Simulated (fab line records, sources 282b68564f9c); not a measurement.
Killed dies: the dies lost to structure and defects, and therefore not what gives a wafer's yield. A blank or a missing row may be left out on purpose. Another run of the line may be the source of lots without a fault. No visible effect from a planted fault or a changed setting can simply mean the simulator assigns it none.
fab line records	flow rit-cmos
record lots=13	wafers=39	last-day=7
route steps=202 shown PLDD@123 PSD@151 CONTACT@179 M1@184
lots that met no fault: from a run of the same line without faults
start-h: start of the lot's first displayed wafer, in hours after the record's first day	wait-h: how many hours have passed since the lot's step before this one	" same as the row above	L1.1+2: several wafers, shown together as one row	- value missing, or start not given	* or withheld: withheld	< > ~ a bound
route shown NAME@n: names a module that has steps shown in the file, with the first one's number in the route	usual: mean/standard deviation taken from wafers without a fault	same: alike in all rows	chamber/n: place in a boat	sites: per-site readings	_std_site: their standard deviation	_edge_site: mean of outer sites minus mean of inner sites	radius-mm: for every site, how far away it sits from the centre of the wafer	mask NAME#n: copy n	behind: the most recent tool/chamber to have shaped the wafer	hold: the reason the lot was held/the length of the hold in hours/how it ended	device: transistor that didn't switch, given as n, p or np	end of line: the route-end tests of the same wafers	a step with no rows: only its recipe	killed: count of dies lost to structure and defects at first sort (not the wafer's yield)	map: the dies of a wafer, with x for killed, . for not killed, _ for no die there
set.NAME: the setting as run; set.NAME@STEP: as run at that earlier step	model.NAME: the simulator's own value behind a step, which no gauge read
a sample of lots followed through the steps of the route, with each step as a table and each wafer as a row
services: from which hour (start-h, from the record's first day; less than 0 if before it) a tool's chamber was out of use, for how many hours, and why
## steps
# step RIT_PLDD_STRIP_09
# recipe chemistry=O2	time-s=180	resist=NOVOLAK	platen-temp-c=withheld	power-w=500	pressure-mtorr=4000	o2-flow-sccm=4000
# usual drypump-motor-current-A=5.6/0.59	rf-refl-power-W=6.9/1.1
lot.wafer	tool	chamber	start-h	wait-h	drypump-motor-current-A	rf-hours-counter-h	rf-refl-power-W
L227.2	plasma-asher-02	1	44.25	0.1	4.8	27	6.5
L227.3	"	0	"	"	5.7	-	7.8
L227.4	"	1	"	"	4.7	-	6.5
L228.1	plasma-asher-02	0	49.28	0.1	5.7	27	7.8
L228.2	"	1	"	"	4.7	27	6.4
L228.5	"	0	"	"	5.7	-	8.1
L230.1	plasma-asher-03	0	58.28	0.1	5.9	43	7.5
L230.3	"	1	"	"	6.0	-	5.2
L230.4	"	0	"	"	5.9	-	7.7
L231.2	plasma-asher-03	1	64.27	0.1	6.0	44	5.3
L231.4	"	1	"	"	6.0	-	5.8
L231.5	"	0	"	"	5.9	-	7.2
L232.2	plasma-asher-02	0	71.58	0.1	5.7	30	8.2
L232.5	"	0	"	"	5.7	-	7.7
L232.6	"	1	"	"	4.8	-	6.4
L233.1	plasma-asher-02	0	73.32	0.1	5.7	30	7.4
L233.3	"	1	"	"	4.7	-	6.5
L233.4	"	0	"	"	5.7	-	7.6
L234.1	plasma-asher-01	1	78.78	0.1	6.0	41	7.8
L234.2	"	0	"	"	6.3	41	5.5
L234.5	"	1	"	"	6.0	-	8.1
L235.1	plasma-asher-02	0	83.28	0.1	5.7	31	7.7
L235.2	"	1	"	"	4.7	31	6.8
L235.5	"	1	"	"	4.7	-	6.5
L239.1	plasma-asher-02	0	104.25	0.1	5.7	33	8.1
L239.4	"	1	"	"	4.7	-	6.5
L239.5	"	0	"	"	5.8	-	8.0
L245.2	plasma-asher-01	1	139.10	0.1	6.1	2	8.0
L245.3	"	1	"	"	6.1	-	8.2
L245.5	"	0	"	"	6.4	-	5.4
L246.2	plasma-asher-02	1	139.86	0.1	4.7	37	6.5
L246.3	"	1	"	"	4.7	-	6.5
L246.6	"	0	"	"	5.7	-	7.7
L248.1	plasma-asher-01	0	148.83	0.1	6.3	3	5.3
L248.5	"	1	"	"	6.1	-	8.2
L248.6	"	0	"	"	6.3	-	5.3
L250.1	plasma-asher-03	1	158.78	0.1	6.1	53	5.6
L250.2	"	0	"	"	5.9	53	8.1
L250.3	"	0	"	"	5.9	-	8.0
# step RIT_PSD_STRIP_09
# recipe chemistry=O2	time-s=180	resist=NOVOLAK	platen-temp-c=withheld	power-w=500	pressure-mtorr=4000	o2-flow-sccm=4000
# usual drypump-motor-current-A=5.9/0.45	rf-refl-power-W=6.8/1.4
lot.wafer	tool	chamber	start-h	wait-h	drypump-motor-current-A	rf-hours-counter-h	rf-refl-power-W
L227.2	plasma-asher-01	1	49.88	0.1	6.1	37	8.1
L227.3	"	1	"	"	6.1	-	8.4
L227.4	"	0	"	"	6.3	-	5.1
L228.1	plasma-asher-04	0	54.77	0.1	5.0	41	8.0
L228.2	"	1	"	"	6.3	41	5.2
L228.5	"	0	"	"	5.0	-	8.1
L230.1	plasma-asher-01	0	63.91	0.1	6.3	39	5.2
L230.3	"	1	"	"	6.0	-	8.0
L230.4	"	0	"	"	6.3	-	5.6
L231.2	plasma-asher-03	0	69.89	0.1	5.9	44	7.8
L231.4	"	0	"	"	5.8	-	7.7
L231.5	"	0	"	"	5.9	-	7.9
L232.2	plasma-asher-01	1	77.24	0.1	6.1	41	8.5
L232.5	"	0	"	"	6.4	-	5.6
L232.6	"	1	"	"	6.1	-	8.3
L233.1	plasma-asher-03	0	79.13	0.1	5.9	45	7.6
L233.3	"	1	"	"	6.0	-	5.7
L233.4	"	0	"	"	5.9	-	8.1
L234.1	plasma-asher-01	1	84.14	0.1	6.0	41	8.2
L234.2	"	0	"	"	6.4	41	5.6
L234.5	"	0	"	"	6.3	-	5.1
L235.1	plasma-asher-03	1	89.89	0.1	6.0	46	5.7
L235.2	"	0	"	"	5.9	46	7.4
L235.5	"	1	"	"	6.0	-	6.0
L239.1	plasma-asher-04	1	109.71	0.1	6.3	47	5.3
L239.4	"	1	"	"	6.2	-	5.5
L239.5	"	1	"	"	6.3	-	5.4
L245.2	plasma-asher-01	1	144.59	0.1	6.1	3	7.8
L245.3	"	0	"	"	6.3	-	5.2
L245.5	"	0	"	"	6.3	-	5.3
L246.2	plasma-asher-03	1	146.49	0.1	6.0	52	5.5
L246.3	"	0	"	"	5.9	-	8.0
L246.6	"	0	"	"	5.9	-	7.4
L248.1	plasma-asher-04	1	154.20	0.1	6.3	52	5.5
L248.5	"	0	"	"	5.0	-	8.3
L248.6	"	1	"	"	6.3	-	5.6
L250.1	plasma-asher-01	1	164.77	0.1	6.0	5	8.2
L250.2	"	0	"	"	6.3	5	5.3
L250.3	"	1	"	"	6.1	-	8.6
# step RIT_CONTACT_ETCH_11
# recipe target-depth-a=4800	over-etch-frac=0.2194	stop-on=TiSi2	chemistry=CHF3/CF4/Ar	target=SiO2	CHF3_flow_sccm=50	cf4-flow-sccm=10	Ar_flow_sccm=100	O2_flow_sccm=5	pressure-mtorr=100	rf-w=200	time-s=320
# usual drypump-motor-current-A=5.8/0.54	oes-product-au=0.989/0.012	throttle-valve-pct=8.88/0.12
lot.wafer	tool	chamber	start-h	wait-h	drypump-motor-current-A	oes-product-au	rf-hours-counter-h	throttle-valve-pct
L227.2	rie-diel-04	2	52.92	0.1	6.3	0.966	140	8.91
L227.3	"	3	"	"	5.3	0.982	35	9.03
L227.4	"	2	"	"	6.3	0.982	-	8.90
L228.1	rie-diel-04	3	57.96	0.1	5.3	0.982	35	9.02
L228.2	"	0	"	"	5.4	0.997	52	8.81
L228.5	"	2	"	"	6.3	0.980	-	8.88
L230.1	rie-diel-03	1	66.96	0.1	6.4	0.993	85	8.78
L230.3	"	0	"	"	5.4	1.011	56	9.02
L230.4	"	2	"	"	6.6	0.966	116	9.09
L231.2	rie-diel-04	1	73.21	0.1	5.6	0.999	0	8.90
L231.4	"	0	"	"	5.3	0.998	52	8.80
L231.5	"	0	"	"	5.3	0.994	-	8.81
L232.2	rie-diel-04	2	80.28	0.1	6.3	0.972	141	8.88
L232.5	"	2	"	"	6.3	0.982	-	8.90
L232.6	"	1	"	"	5.6	1.000	-	8.90
L233.1	rie-diel-01	2	82.52	0.1	5.0	0.997	41	8.86
L233.3	"	0	"	"	4.8	0.994	8	8.67
L233.4	"	3	"	"	6.2	0.981	38	8.78
L234.1	rie-diel-03	2	87.24	0.1	6.6	0.971	116	9.08
L234.2	"	3	"	"	6.1	0.972	124	8.79
L234.5	"	3	"	"	6.1	0.981	-	8.79
L235.1	rie-diel-04	1	93.12	0.1	5.7	0.996	1	8.90
L235.2	"	3	"	"	5.3	0.979	36	9.01
L235.5	"	2	"	"	6.3	0.982	-	8.89
L239.1	rie-diel-01	1	112.92	0.1	5.8	1.004	155	8.71
L239.4	"	3	"	"	6.2	0.973	-	8.75
L239.5	"	2	"	"	5.0	1.003	-	8.88
L245.2	rie-diel-03	1	148.15	0.1	6.4	0.987	86	8.79
L245.3	"	2	"	"	6.6	0.976	118	9.09
L245.5	"	2	"	"	6.6	0.974	-	9.09
L246.2	rie-diel-01	2	149.72	0.1	5.0	1.000	42	8.86
L246.3	"	0	"	"	4.8	0.996	9	8.67
L246.6	"	1	"	"	5.8	0.999	-	8.70
L248.1	rie-diel-01	2	157.79	0.1	5.0	1.003	42	8.85
L248.5	"	2	"	"	5.0	1.003	-	8.86
L248.6	"	3	"	"	6.2	0.984	-	8.78
L250.1	rie-diel-03	3	167.98	0.1	6.1	0.973	125	8.81
L250.2	"	1	"	"	6.4	0.993	87	8.78
L250.3	"	0	"	"	5.4	1.005	58	9.00
# step RIT_M1_SPUTTER_00
# recipe material=Al	target-thk-nm=400	power-w=2000	chamber-pressure-pa=0.4	gas=Ar	time-s=500	substrate-temp-c=25
# usual chamber-pressure-pa=0.4000/0.00082	throttle-valve-pct=30.1/0.65
lot.wafer	tool	chamber	start-h	wait-h	chamber-pressure-pa	throttle-valve-pct
L227.2	pvd-sputter-04	-	53.78	0.0	0.4003	29.8
L227.3	"	-	"	"	0.4009	30.6
L227.4	"	-	"	"	0.3994	31.2
L228.1	pvd-sputter-02	-	58.88	0.0	0.3995	30.2
L228.2	"	-	"	"	0.3997	29.9
L228.5	"	-	"	"	0.3990	30.0
L230.1	pvd-sputter-02	-	67.81	0.0	0.3990	30.3
L230.3	"	-	"	"	0.4010	29.8
L230.4	"	-	"	"	0.3991	29.8
L231.2	pvd-sputter-04	-	74.05	0.0	0.3991	29.9
L231.4	"	-	"	"	0.3997	30.5
L231.5	"	-	"	"	0.4006	29.4
L232.2	pvd-sputter-02	-	81.14	0.0	0.4012	30.3
L232.5	"	-	"	"	0.4010	30.0
L232.6	"	-	"	"	0.4000	30.0
L233.1	pvd-sputter-04	-	83.38	0.0	0.4004	29.8
L233.3	"	-	"	"	0.3984	31.1
L233.4	"	-	"	"	0.3993	30.8
L234.1	pvd-sputter-02	-	88.10	0.0	0.4003	29.8
L234.2	"	-	"	"	0.3996	29.9
L234.5	"	-	"	"	0.3996	29.9
L235.1	pvd-sputter-04	-	93.96	0.0	0.4002	30.1
L235.2	"	-	"	"	0.3996	30.8
L235.5	"	-	"	"	0.4001	29.7
L239.1	pvd-sputter-04	-	113.89	0.0	0.3994	30.0
L239.4	"	-	"	"	0.4002	30.7
L239.5	"	-	"	"	0.3986	29.6
L245.2	pvd-sputter-01	-	149.01	0.0	0.4002	29.7
L245.3	"	-	"	"	0.4008	28.6
L245.5	"	-	"	"	0.4005	28.5
L246.2	pvd-sputter-02	-	150.57	0.0	0.3990	30.2
L246.3	"	-	"	"	0.3999	29.8
L246.6	"	-	"	"	0.3999	30.0
L248.1	pvd-sputter-02	-	158.64	0.0	0.4005	29.9
L248.5	"	-	"	"	0.4003	29.6
L248.6	"	-	"	"	0.4004	29.9
L250.1	pvd-sputter-02	-	168.82	0.0	0.3989	29.7
L250.2	"	-	"	"	0.3986	29.9
L250.3	"	-	"	"	0.4002	30.2
# step RIT_M1_RS_MEAS_01
# recipe thk-meas-gauge=four-point-probe	reads=Al_of_M1_SPUTTER_00
# usual M1_AL_RS=0.0733/0.00061
lot.wafer	tool	chamber	start-h	wait-h	M1_AL_RS[ohm/sq]
L227.2	film-metro-04	-	54.09	0.2	0.0737
L227.3	"	-	"	"	0.0731
L227.4	"	-	"	"	0.0737
L228.1	film-metro-02	-	59.18	0.1	0.0733
L228.2	"	-	"	"	0.0722
L228.5	"	-	"	"	0.0729
L230.1	film-metro-04	-	68.11	0.1	0.0736
L230.3	"	-	"	"	0.0729
L230.4	"	-	"	"	0.0735
L231.2	film-metro-02	-	74.36	0.2	0.0740
L231.4	"	-	"	"	0.0742
L231.5	"	-	"	"	0.0740
L232.2	film-metro-04	-	81.45	0.2	0.0724
L232.5	"	-	"	"	0.0729
L232.6	"	-	"	"	0.0731
L233.1	film-metro-04	-	83.67	0.1	0.0742
L233.3	"	-	"	"	0.0731
L233.4	"	-	"	"	0.0732
L234.1	film-metro-03	-	88.39	0.1	0.0733
L234.2	"	-	"	"	0.0731
L234.5	"	-	"	"	0.0726
L235.1	film-metro-03	-	94.25	0.1	0.0739
L235.2	"	-	"	"	0.0736
L235.5	"	-	"	"	0.0736
L239.1	film-metro-04	-	114.18	0.1	0.0793
L239.4	"	-	"	"	0.0727
L239.5	"	-	"	"	0.0725
L245.2	film-metro-02	-	149.32	0.2	0.0754
L245.3	"	-	"	"	0.0742
L245.5	"	-	"	"	0.0746
L246.2	film-metro-04	-	150.89	0.2	0.0741
L246.3	"	-	"	"	0.0731
L246.6	"	-	"	"	0.0734
L248.1	film-metro-03	-	158.94	0.1	0.0726
L248.5	"	-	"	"	0.0733
L248.6	"	-	"	"	0.0731
L250.1	film-metro-03	-	169.11	0.1	0.0724
L250.2	"	-	"	"	0.0736
L250.3	"	-	"	"	0.0735
# step RIT_M1_THK_MEAS_02
# recipe thk-meas-gauge=xrf	reads=Al_of_M1_SPUTTER_00
# usual M1_AL_THK=397/4
lot.wafer	tool	chamber	start-h	wait-h	M1_AL_THK[nm]
L227.2	film-metro-04	-	54.20	0.1	394
L227.3	"	-	"	"	396
L227.4	"	-	"	"	396
L228.1	film-metro-02	-	59.30	0.1	399
L228.2	"	-	"	"	405
L228.5	"	-	"	"	401
L230.1	film-metro-04	-	68.23	0.1	398
L230.3	"	-	"	"	401
L230.4	"	-	"	"	396
L231.2	film-metro-02	-	74.47	0.1	394
L231.4	"	-	"	"	396
L231.5	"	-	"	"	398
L232.2	film-metro-04	-	81.56	0.1	401
L232.5	"	-	"	"	398
L232.6	"	-	"	"	399
L233.1	film-metro-04	-	83.79	0.1	392
L233.3	"	-	"	"	399
L233.4	"	-	"	"	396
L234.1	film-metro-03	-	88.51	0.1	394
L234.2	"	-	"	"	392
L234.5	"	-	"	"	395
L235.1	film-metro-03	-	94.37	0.1	389
L235.2	"	-	"	"	389
L235.5	"	-	"	"	390
L239.1	film-metro-04	-	114.30	0.1	368
L239.4	"	-	"	"	399
L239.5	"	-	"	"	400
L245.2	film-metro-02	-	149.43	0.1	388
L245.3	"	-	"	"	392
L245.5	"	-	"	"	392
L246.2	film-metro-04	-	151.00	0.1	393
L246.3	"	-	"	"	399
L246.6	"	-	"	"	398
L248.1	film-metro-03	-	159.06	0.1	399
L248.5	"	-	"	"	393
L248.6	"	-	"	"	396
L250.1	film-metro-03	-	169.23	0.1	400
L250.2	"	-	"	"	396
L250.3	"	-	"	"	397
# step RIT_M1_PROBE_99
# usual defect-limited-yield=97.4/1.2	killed-at-front-end=7/3.1	killed-dies=7/3.1	killed-open=3.6/2.1	killed-short=3.2/2	sort_bin_3_pad_short=0.1/0.2	sort_bin_5_function=1.4/0.8	sort_bin_6_memory=1.0/0.72	sort-n-pass=257/3.1	sort-yield-pct=97.4/1.2
# same gross-dies=264	killed_at_M0_to_M3=0	killed_at_M4_up=0	killed-at-back-side=0	killed-at-contacts=0	killed-at-other=0
lot.wafer	tool	chamber	start-h	wait-h	defect-limited-yield[%]	killed-at-front-end	killed-dies	killed-open	killed-short	sort_bin_3_pad_short[%]	sort_bin_5_function[%]	sort_bin_6_memory[%]	sort-n-pass	sort-yield-pct[%]
L227.2	prober-02	-	57.98	0.1	98.1	5	5	1	4	0	1.1	0.8	259	98.1
L227.3	prober-02	-	58.03	0.2	95.8	11	11	7	4	0	2.7	1.5	253	95.8
L227.4	prober-02	-	58.08	0.2	97.0	8	8	5	3	0	1.5	1.5	256	97.0
L228.1	prober-01	-	64.00	0.1	95.8	11	11	5	6	0	2.3	1.9	253	95.8
L228.2	prober-01	-	64.05	0.1	96.2	10	10	3	7	0	1.9	1.9	254	96.2
L228.5	prober-01	-	64.20	0.2	97.3	7	7	4	3	0	1.5	1.1	257	97.3
L230.1	prober-01	-	72.03	0.1	98.5	4	4	2	2	0.4	0.8	0.4	260	98.5
L230.3	prober-01	-	72.13	0.2	96.2	10	10	8	2	0.4	2.3	1.1	254	96.2
L230.4	prober-01	-	72.18	0.2	96.6	9	9	5	4	0	2.3	1.1	255	96.6
L231.2	prober-02	-	78.51	0.1	97.7	6	6	2	4	0.8	1.1	0.4	258	97.7
L231.4	prober-02	-	78.61	0.2	98.5	4	4	3	1	0	1.1	0.4	260	98.5
L231.5	prober-02	-	78.66	0.2	95.1	13	13	8	5	0	2.7	2.3	251	95.1
L232.2	prober-01	-	85.83	0.1	98.9	3	3	2	1	0	0.4	0.8	261	98.9
L232.5	prober-01	-	85.98	0.2	97.7	6	6	0	6	0.4	1.5	0.4	258	97.7
L232.6	prober-01	-	86.03	0.2	98.9	3	3	1	2	0	1.1	0	261	98.9
L233.1	prober-02	-	87.51	0.1	99.2	2	2	1	1	0	0.4	0.4	262	99.2
L233.3	prober-02	-	87.61	0.2	95.8	11	11	6	5	0.4	1.5	2.3	253	95.8
L233.4	prober-02	-	87.66	0.2	96.6	9	9	7	2	0	2.3	1.1	255	96.6
L234.1	prober-01	-	95.13	0.1	97.7	6	6	3	3	0	0.8	1.5	258	97.7
L234.2	prober-01	-	95.18	0.1	98.5	4	4	3	1	0	1.1	0.4	260	98.5
L234.5	prober-01	-	95.33	0.2	97.7	6	6	3	3	0	1.9	0.4	258	97.7
L235.1	prober-02	-	98.10	0.1	98.9	3	3	3	0	0	0.8	0.4	261	98.9
L235.2	prober-02	-	98.15	0.1	99.2	2	2	2	0	0	0	0.8	262	99.2
L235.5	prober-02	-	98.30	0.2	97.3	7	7	7	0	0	1.9	0.8	257	97.3
L239.1	prober-02	-	117.91	0.1	98.1	5	5	2	3	0	1.1	0.8	259	98.1
L239.4	prober-02	-	118.06	0.2	98.9	3	3	2	1	0	1.1	0	261	98.9
L239.5	prober-02	-	118.11	0.2	96.2	10	10	4	6	0.4	2.7	0.8	254	96.2
L245.2	prober-02	-	153.07	0.1	96.6	9	9	5	4	0.4	1.9	1.1	255	96.6
L245.3	prober-02	-	153.12	0.2	96.6	9	9	2	7	0	1.9	1.5	255	96.6
L245.5	prober-02	-	153.22	0.2	97.7	6	6	3	3	0.4	1.9	0	258	97.7
L246.2	prober-01	-	155.63	0.1	97.7	6	6	2	4	0.4	1.1	0.8	258	97.7
L246.3	prober-01	-	155.68	0.2	96.2	10	10	7	3	0.4	1.1	2.3	254	96.2
L246.6	prober-01	-	155.83	0.2	97.3	7	7	4	3	0	1.5	1.1	257	97.3
L248.1	prober-01	-	162.78	0.1	98.9	3	3	2	1	0	0.8	0.4	261	98.9
L248.5	prober-01	-	162.98	0.2	98.1	5	5	1	4	0.4	1.1	0.4	259	98.1
L248.6	prober-01	-	163.03	0.2	97.3	7	7	5	2	0.4	1.9	0.4	257	97.3
L250.1	prober-01	-	172.86	0.1	97.0	8	8	5	3	0.4	1.9	0.8	256	97.0
L250.2	prober-01	-	172.91	0.1	95.1	13	13	4	9	0.8	2.3	1.9	251	95.1
L250.3	prober-01	-	172.96	0.2	95.8	11	11	8	3	0	1.5	2.7	253	95.8
# killed by level:class
L227.2 FOX1:geometric-particle:short=1 FOX1:geometric-particle:open=1 GATE:geometric-particle:short=1 SPACER:geometric-particle:short=1 SILICIDE:geometric-particle:short=1
L227.3 GATE:geometric-particle:short=4 FOX2:geometric-particle:open=3 GATE:geometric-particle:open=3 SPACER:geometric-particle:open=1
L227.4 GATE:geometric-particle:open=2 FOX1:geometric-particle:open=1 FOX2:geometric-particle:short=1 GATE:geometric-particle:short=1 REOX:geometric-particle:open=1 SPACER:geometric-particle:short=1 SILICIDE:geometric-particle:open=1
L228.1 GATE:geometric-particle:open=3 GATE:geometric-particle:short=2 SPACER:geometric-particle:short=2 FOX2:geometric-particle:open=1 FOX2:geometric-particle:short=1 REOX:geometric-particle:short=1 SILICIDE:geometric-particle:open=1
L228.2 GATE:geometric-particle:short=4 FOX1:geometric-particle:short=2 GATE:geometric-particle:open=2 REOX:geometric-particle:open=1 REOX:geometric-particle:short=1
L228.5 GATE:geometric-particle:open=3 GATE:geometric-particle:short=2 FOX1:geometric-particle:open=1 SILICIDE:geometric-particle:short=1
L230.1 GATE:geometric-particle:open=1 REOX:geometric-particle:open=1 REOX:geometric-particle:short=1 SPACER:geometric-particle:short=1
L230.3 SPACER:geometric-particle:open=3 GATE:geometric-particle:open=2 FOX1:geometric-particle:open=1 FOX1:geometric-particle:short=1 FOX2:geometric-particle:open=1 REOX:geometric-particle:open=1 SPACER:geometric-particle:short=1
L230.4 GATE:geometric-particle:open=4 GATE:geometric-particle:short=2 SPACER:geometric-particle:short=2 REOX:geometric-particle:open=1
L231.2 FOX1:geometric-particle:short=1 FOX2:geometric-particle:short=1 FOX2:geometric-particle:open=1 REOX:geometric-particle:short=1 SPACER:geometric-particle:open=1 SILICIDE:geometric-particle:short=1
L231.4 FOX2:geometric-particle:open=1 GATE:geometric-particle:short=1 GATE:geometric-particle:open=1 SPACER:geometric-particle:open=1
L231.5 GATE:geometric-particle:open=5 FOX2:geometric-particle:short=2 REOX:geometric-particle:open=2 FOX2:geometric-particle:open=1 GATE:geometric-particle:short=1 REOX:geometric-particle:short=1 SPACER:geometric-particle:short=1
L232.2 FOX1:geometric-particle:short=1 FOX1:geometric-particle:open=1 GATE:geometric-particle:open=1
L232.5 GATE:geometric-particle:short=3 ACTIVE:geometric-particle:short=1 REOX:geometric-particle:short=1 SILICIDE:geometric-particle:short=1
L232.6 FOX1:geometric-particle:short=2 GATE:geometric-particle:open=1
L233.1 FOX1:geometric-particle:open=1 SILICIDE:geometric-particle:short=1
L233.3 GATE:geometric-particle:short=4 GATE:geometric-particle:open=3 REOX:geometric-particle:open=2 SILICIDE:geometric-particle:open=1 SILICIDE:geometric-particle:short=1
L233.4 FOX1:geometric-particle:open=4 GATE:geometric-particle:open=2 FOX1:geometric-particle:short=1 GATE:geometric-particle:short=1 REOX:geometric-particle:open=1
L234.1 FOX1:geometric-particle:open=1 FOX1:geometric-particle:short=1 GATE:geometric-particle:short=1 GATE:geometric-particle:open=1 SPACER:geometric-particle:short=1 SILICIDE:geometric-particle:open=1
L234.2 FOX1:geometric-particle:open=2 GATE:geometric-particle:short=1 REOX:geometric-particle:open=1
L234.5 FOX1:geometric-particle:open=2 REOX:geometric-particle:short=2 FOX1:geometric-particle:short=1 SPACER:geometric-particle:open=1
L235.1 GATE:geometric-particle:open=3
L235.2 GATE:geometric-particle:open=1 SILICIDE:geometric-particle:open=1
L235.5 FOX1:geometric-particle:open=3 GATE:geometric-particle:open=3 SILICIDE:geometric-particle:open=1
L239.1 FOX1:geometric-particle:short=2 FOX1:geometric-particle:open=1 GATE:geometric-particle:open=1 GATE:geometric-particle:short=1
L239.4 GATE:geometric-particle:open=2 SPACER:geometric-particle:short=1
L239.5 FOX1:geometric-particle:short=3 GATE:geometric-particle:open=3 GATE:geometric-particle:short=2 FOX1:geometric-particle:open=1 FOX2:geometric-particle:short=1
L245.2 SPACER:geometric-particle:open=3 GATE:geometric-particle:short=2 REOX:geometric-particle:short=2 FOX1:geometric-particle:open=1 REOX:geometric-particle:open=1
L245.3 REOX:geometric-particle:short=5 FOX2:geometric-particle:open=1 GATE:geometric-particle:short=1 GATE:geometric-particle:open=1 SPACER:geometric-particle:short=1
L245.5 FOX1:geometric-particle:short=2 FOX1:geometric-particle:open=1 REOX:geometric-particle:open=1 REOX:geometric-particle:short=1 SILICIDE:geometric-particle:open=1
L246.2 SILICIDE:geometric-particle:short=2 GATE:geometric-particle:short=1 GATE:geometric-particle:open=1 REOX:geometric-particle:open=1 SPACER:geometric-particle:short=1
L246.3 GATE:geometric-particle:open=2 SILICIDE:geometric-particle:short=2 SILICIDE:geometric-particle:open=2 FOX2:geometric-particle:open=1 REOX:geometric-particle:short=1 REOX:geometric-particle:open=1 SPACER:geometric-particle:open=1
L246.6 GATE:geometric-particle:open=2 SPACER:geometric-particle:open=2 SILICIDE:geometric-particle:short=2 GATE:geometric-particle:short=1
L248.1 GATE:geometric-particle:open=2 GATE:geometric-particle:short=1
L248.5 GATE:geometric-particle:short=3 FOX2:geometric-particle:open=1 FOX2:geometric-particle:short=1
L248.6 GATE:geometric-particle:open=2 GATE:geometric-particle:short=2 SPACER:geometric-particle:open=2 FOX2:geometric-particle:open=1
L250.1 GATE:geometric-particle:short=3 SPACER:geometric-particle:open=2 FOX1:geometric-particle:open=1 REOX:geometric-particle:open=1 SILICIDE:geometric-particle:open=1
L250.2 FOX1:geometric-particle:short=3 REOX:geometric-particle:open=3 REOX:geometric-particle:short=3 SPACER:geometric-particle:short=2 FOX1:geometric-particle:open=1 FOX2:geometric-particle:short=1
L250.3 GATE:geometric-particle:open=3 SPACER:geometric-particle:open=3 REOX:geometric-particle:short=1 REOX:geometric-particle:open=1 SPACER:geometric-particle:short=1 SILICIDE:geometric-particle:open=1 SILICIDE:geometric-particle:short=1
## services
tool	chamber	start-h	hours	kind
rie-diel-04	1	28.25	9.1	repair
rie-diel-04	3	29.67	4.2	repair
pvd-sputter-04	-	35.81	5.5	repair
rie-diel-04	1	37.36	-	clean
rie-diel-04	1	37.36	24.8	scheduled-down
plasma-asher-03	-	45.88	4.0	pm
pvd-sputter-04	-	46.02	2.9	repair
rie-diel-03	1	50.38	4.1	repair
rie-diel-01	1	50.65	7.4	repair
pvd-sputter-02	-	60.27	3.0	repair
plasma-asher-03	-	108.71	1.9	repair
plasma-asher-01	-	108.75	9.0	pm
plasma-asher-01	0	108.75	9.0	vent-cycle
plasma-asher-01	1	108.75	9.0	vent-cycle
rie-diel-01	0	109.31	18.7	repair
rie-diel-03	3	113.34	2.7	repair
plasma-asher-01	-	115.26	0.9	repair
plasma-asher-01	0	117.75	-	clean
plasma-asher-01	1	117.75	-	clean
rie-diel-04	3	121.15	6.7	repair
plasma-asher-03	-	130.36	2.8	pm
rie-diel-01	0	140.41	2.9	repair
rie-diel-03	3	140.74	14.5	repair
rie-diel-01	0	167.91	3.5	repair
## key
first-sign step=RIT_M1_RS_MEAS_01	reading=M1_AL_RS	direction=up	sigmas=9.9	usual=0.0733	struck=0.0793
effect step=RIT_M1_THK_MEAS_02	reading=M1_AL_THK	direction=down	sigmas=7.1	usual=397	struck=368
met-at RIT_M1_SPUTTER_00
struck-lots L239
struck-wafers L239.1
not-acting-at RIT_PLDD_STRIP_09,RIT_PSD_STRIP_09,RIT_CONTACT_ETCH_11
onset-between 93.96 113.89
fault kind=process-parameter-drift	tool=pvd-sputter-04	chamber=-	onset-h=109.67	steps=RIT_M1_SPUTTER_00	channel=time-s	offset=*	shape=step	end-h=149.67	acts-in=*	stated=*	scope=struck-wafers-only
